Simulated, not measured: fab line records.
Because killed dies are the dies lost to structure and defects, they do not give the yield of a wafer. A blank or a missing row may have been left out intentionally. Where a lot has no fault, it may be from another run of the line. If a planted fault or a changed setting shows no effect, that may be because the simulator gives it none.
Chamber matching + flow rit cmos + 4 sister chambers for RIT_SPACER_ETCHBACK_05 on rie diel-02
The step etches Si3N4 in SF6/CHF3, stops on SiO2, target depth 250 nm, time 240 s. 16 wafers are shown with their chamber, then 8 later ones without.

## EACH WAFER AND ITS CHAMBER
| wafer  | chamber | throttle valve pct (%) | drypump motor current A (A) | oes product au (a.u.) |
|--------|---------|------------------------|-----------------------------|-----------------------|
| L079.2 | 0       | 10.23                  | 4.7                         | 0.838                 |
| L079.3 | 1       | 10.30                  | 5.7                         | 0.828                 |
| L079.5 | 3       | 10.37                  | 5.3                         | 0.815                 |
| L082.2 | 2       | 10.21                  | 5.8                         | 0.834                 |
| L082.3 | 0       | 10.22                  | 4.7                         | 0.855                 |
| L082.5 | 3       | 10.36                  | 5.3                         | 0.845                 |
| L083.1 | 0       | 10.23                  | 4.7                         | 0.839                 |
| L083.2 | 2       | 10.21                  | 5.9                         | 0.819                 |
| L083.4 | 3       | 10.37                  | 5.3                         | 0.816                 |
| L086.1 | 3       | 10.37                  | 5.4                         | 0.826                 |
| L086.2 | 1       | 10.29                  | 5.6                         | 0.829                 |
| L086.3 | 2       | 10.21                  | 5.8                         | 0.817                 |
| L086.4 | 0       | 10.22                  | 4.7                         | 0.852                 |
| L086.5 | 1       | 10.29                  | 5.6                         | 0.833                 |
| L086.6 | 0       | 10.22                  | 4.7                         | 0.846                 |
| L090.3 | 2       | 10.21                  | 5.8                         | 0.805                 |

SIGNATURES, as means of the wafers listed above
| reading                 | chamber 0 | chamber 1 | chamber 2 | chamber 3 | scatter within a chamber |
|-------------------------|-----------|-----------|-----------|-----------|--------------------------|
| throttle valve pct      | 10.2240   | 10.2933   | 10.2100   | 10.3675   | 0.00467                  |
| drypump motor current A | 4.700     | 5.633     | 5.825     | 5.325     | 0.0425                   |
| oes product au          | 0.84600   | 0.83000   | 0.81875   | 0.82550   | 0.0102                   |
Rule: for a wafer and a chamber, the distance is found by dividing, reading by reading, the gap between the wafer's reading and the chamber's mean by the reading's scatter, squaring, summing and taking the root. The wafer belongs to the nearest chamber; if the next one is less than 2 further off, it can't be placed. The scatter: the root of (the sum of the squares of (reading less its chamber's mean) over the shown wafers, divided by (wafers less chambers)).

## WAFERS WHOSE CHAMBER IS MISSING
| wafer  | throttle valve pct (%) | drypump motor current A (A) | oes product au (a.u.) |
|--------|------------------------|-----------------------------|-----------------------|
| L090.4 | 10.36                  | 5.4                         | 0.823                 |
| L090.5 | 10.30                  | 5.6                         | 0.830                 |
| L093.3 | 10.29                  | 5.7                         | 0.830                 |
| L093.5 | 10.22                  | 5.8                         | 0.825                 |
| L093.6 | 10.29                  | 5.7                         | 0.836                 |
| L097.1 | 10.36                  | 5.4                         | 0.825                 |
| L097.5 | 10.21                  | 5.8                         | 0.820                 |
| L097.6 | 10.35                  | 5.4                         | 0.824                 |

## THE CHAMBER EACH PASSED THROUGH
| wafer  | from the rows above | in truth |
|--------|---------------------|----------|
| L090.4 | 3                   | 3        |
| L090.5 | 1                   | 1        |
| L093.3 | 1                   | 1        |
| L093.5 | 2                   | 2        |
| L093.6 | 1                   | 1        |
| L097.1 | 3                   | 3        |
| L097.5 | 2                   | 2        |
| L097.6 | 3                   | 3        |
Correctly placed: 8 of 8. From these rows, 0 cannot be placed. Placed wrongly: 0.
